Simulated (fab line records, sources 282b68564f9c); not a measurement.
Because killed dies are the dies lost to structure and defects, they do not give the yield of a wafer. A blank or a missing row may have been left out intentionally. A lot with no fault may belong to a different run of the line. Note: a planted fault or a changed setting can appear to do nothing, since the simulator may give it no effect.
Comparing a struck lot with a sound one | flow rit-cmos | 31 steps out of a route of 202
Sound: these wafers, L707.1, L707.3, L707.5. Struck: wafer L715.3 (L715.1, L715.5, from the same lot, were not struck and are left out); the cause is given at the end.
Each step with rows lists, per side, the tool, then ch with its chambers, then its first start. Under that, the readings that differ: sound wafers | struck wafers | difference of the means | sigmas: that difference in standard deviations of wafers without a fault.
alike: same words and numbers on both sides, and readings whose means sit less than 2 such deviations apart. not compared: any withheld reading, any reading some wafer has no value for, any bound like >300 that may hide the same value, and any number with overlapping values for which the record gives no deviation.
Wherever a step has rows on one side only, a row that says differs or no value, or a row with sigmas, the two part there. Numbers that have no deviation but don't overlap get no sigmas and don't part them. A reading that every wafer of one side lacks parts them only if that side has two wafers or more.

first, 4 steps without rows for these wafers: RIT_CONTACT_SOFTBAKE_04 (time 60 s); RIT_CONTACT_EXPOSE_05 (exposes mask M11, target cd 1000 nm); RIT_CONTACT_PEB_06; RIT_CONTACT_DEVELOP_07 (develop time 120 s).
RIT_CONTACT_CD_MEAS_08 targets a cd of 1000 nm.
  sound: cd-sem-02 at day 3 12:01; struck: cd-sem-01 at day 5 01:39
  alike: cd-nm
RIT_CONTACT_OVL_MEAS_09:
  sound: overlay-02 at day 3 12:08; struck: overlay-01 at day 5 01:46
  reading          | sound          | struck | difference | sigmas
  CONTACT_OVL (nm) | -0.4 -0.2 -0.5 | 3.2    | +3.6       | +2
then, 1 step without rows for these wafers: RIT_CONTACT_HARDBAKE_10 (time 60 s).
RIT_CONTACT_ETCH_11: etches SiO2 in CHF3/CF4/Ar, stops on TiSi2, target depth 480 nm, time 320 s.
  sound on rie-diel-02 ch 2,3, day 3 12:19; struck on rie-diel-03 ch 2, day 5 01:58
  reading                     | sound       | struck | difference | sigmas
  drypump-motor-current-A (A) | 5.4 5.0 5.0 | 6.6    | +1.5       | +3
  alike: oes-product-au, throttle-valve-pct
  not compared: rf-hours-counter-h
RIT_CONTACT_STRIP_12: strips in O2, time 180 s.
  sound on plasma-asher-02 ch 0,1, day 3 12:31; struck on plasma-asher-01 ch 0, day 5 02:09
  reading                     | sound       | struck | difference | sigmas
  drypump-motor-current-A (A) | 5.7 6.1 6.2 | 5.1    | -0.9       | -2
  alike: rf-refl-power-W
  not compared: rf-hours-counter-h
RIT_CONTACT_CD_MEAS_90 targets a cd of 1000 nm.
  sound: cd-sem-01 at day 3 12:41; struck: cd-sem-02 at day 5 02:20
  alike: cd-nm
then, 2 steps without rows for these wafers: RIT_CONTACT_CLEAN_13 (cleans in SC1, time 600 s); RIT_CONTACT_CLEAN_14 (cleans in SC2, time 600 s).
RIT_M1_SPUTTER_00: material Al, target thk 400 nm, time 500 s.
  sound: pvd-sputter-02 at day 3 13:10; struck: pvd-sputter-02 at day 5 02:48
  alike: throttle-valve-pct
RIT_M1_RS_MEAS_01: the measuring method here is four-point-probe.
  sound: film-metro-01 at day 3 13:28; struck: film-metro-01 at day 5 03:05
  alike: M1_AL_RS
RIT_M1_THK_MEAS_02: measures by xrf.
  sound: film-metro-01 at day 3 13:35; struck: film-metro-01 at day 5 03:13
  alike: M1_AL_THK
then, 6 steps without rows for these wafers: RIT_M1_HMDS_03 (prime time 60 s); RIT_M1_COAT_04 (resist thk 1300 nm); RIT_M1_SOFTBAKE_05 (time 60 s); RIT_M1_EXPOSE_06 (exposes mask M12, target cd 2600 nm); RIT_M1_PEB_07; RIT_M1_DEVELOP_08 (develop time 65.25 s).
RIT_M1_CD_MEAS_09 targets a cd of 2600 nm.
  sound: cd-sem-01 at day 3 14:38; struck: cd-sem-02 at day 5 04:09
  reading    | sound                | struck | difference | sigmas
  cd-nm (nm) | 2598.5 2597.8 2596.7 | 2603.2 | +5.5       | +3
RIT_M1_OVL_MEAS_10:
  sound: overlay-02 at day 3 14:46; struck: overlay-02 at day 5 04:16
  alike: M1_OVL
then, 1 step without rows for these wafers: RIT_M1_HARDBAKE_11 (time 120 s).
RIT_M1_METAL_ETCH_12: etches Al in Cl2/BCl3, stops on SiO2, time 165 s, target depth 600 nm.
  sound on rie-metal-04 ch 0,1, day 3 15:16; struck on rie-metal-01 ch 0, day 5 04:35
  alike: drypump-motor-current-A, oes-product-au, throttle-valve-pct
  not compared: rf-hours-counter-h
then, 1 step without rows for these wafers: RIT_M1_STRIP_13 (strips in nmp, time 600 s).
RIT_M1_STRIP_14: strips in O2, time 180 s.
  sound on plasma-asher-01 ch 0,1, day 3 15:37; struck on plasma-asher-01 ch 0, day 5 04:56
  alike: drypump-motor-current-A, rf-refl-power-W
  not compared: rf-hours-counter-h
RIT_M1_CD_MEAS_90 targets a cd of 2600 nm.
  sound: cd-sem-01 at day 3 15:47; struck: cd-sem-01 at day 5 05:06
  reading    | sound          | struck | difference | sigmas
  cd-nm (nm) | 2601 2597 2597 | 2606   | +8         | +2
then, 1 step without rows for these wafers: RIT_M1_ANNEAL_15 (time 1800 s).
RIT_M1_BOW_MEAS_16:
  sound: film-metro-04 at day 3 17:24; struck: film-metro-01 at day 5 07:11
  alike: M1_BOW
RIT_M1_PROBE_99:
  sound: prober-01 at day 3 17:31; struck: prober-01 at day 5 07:25
  reading                               | sound              | struck                   | difference                   | sigmas
  hold                                  | - - -              | await-dispo/4.0h/release | no value on the sound wafers |
  defect-limited-yield (%)              | 95.8 96.6 98.9     | 83.7                     | -13.4                        | -11
  killed_at_M0_to_M3                    | 0 0 0              | 28                       | +28                          | +99 or more
  killed-at-front-end                   | 11 9 3             | 15                       | +7                           | +2
  killed-dies                           | 11 9 3             | 43                       | +35                          | +11
  killed-on-rim                         | 3 3 1              | 11                       | +9                           | +7
  killed-open                           | 4 4 2              | 13                       | +10                          | +5
  sort_bin_3_pad_short (%)              | 0 0 0              | 3.8                      | +3.8                         | +19
  sort_bin_5_function (%)               | 1.9 1.5 0.8        | 9.8                      | +8.4                         | +11
  sort-n-pass                           | 253 255 261        | 221                      | -35                          | -11
  sort-yield-pct (%)                    | 95.8 96.6 98.9     | 83.7                     | -13.4                        | -11
  model.etest.tester.sort-n-pass        | 253 255 261        | 221                      | -35                          |
  model.etest.tester.sort-yield-pct (%) | 95.83 96.59 98.86  | 83.71                    | -13.38                       |
  model.etest.tester.sort_bin_5_pct (%) | 1.894 1.515 0.7576 | 9.848                    | +8.459                       |
  model.etest.tester.sort_bin_3_pct (%) | 0 0 0              | 3.788                    | +3.788                       |
  alike: killed-at-contacts, killed-short, sort_bin_6_memory

## WHERE THEY PART
Last at RIT_M1_PROBE_99 as far as this record goes, first at RIT_CONTACT_OVL_MEAS_09.

WHY: what the simulator had put in
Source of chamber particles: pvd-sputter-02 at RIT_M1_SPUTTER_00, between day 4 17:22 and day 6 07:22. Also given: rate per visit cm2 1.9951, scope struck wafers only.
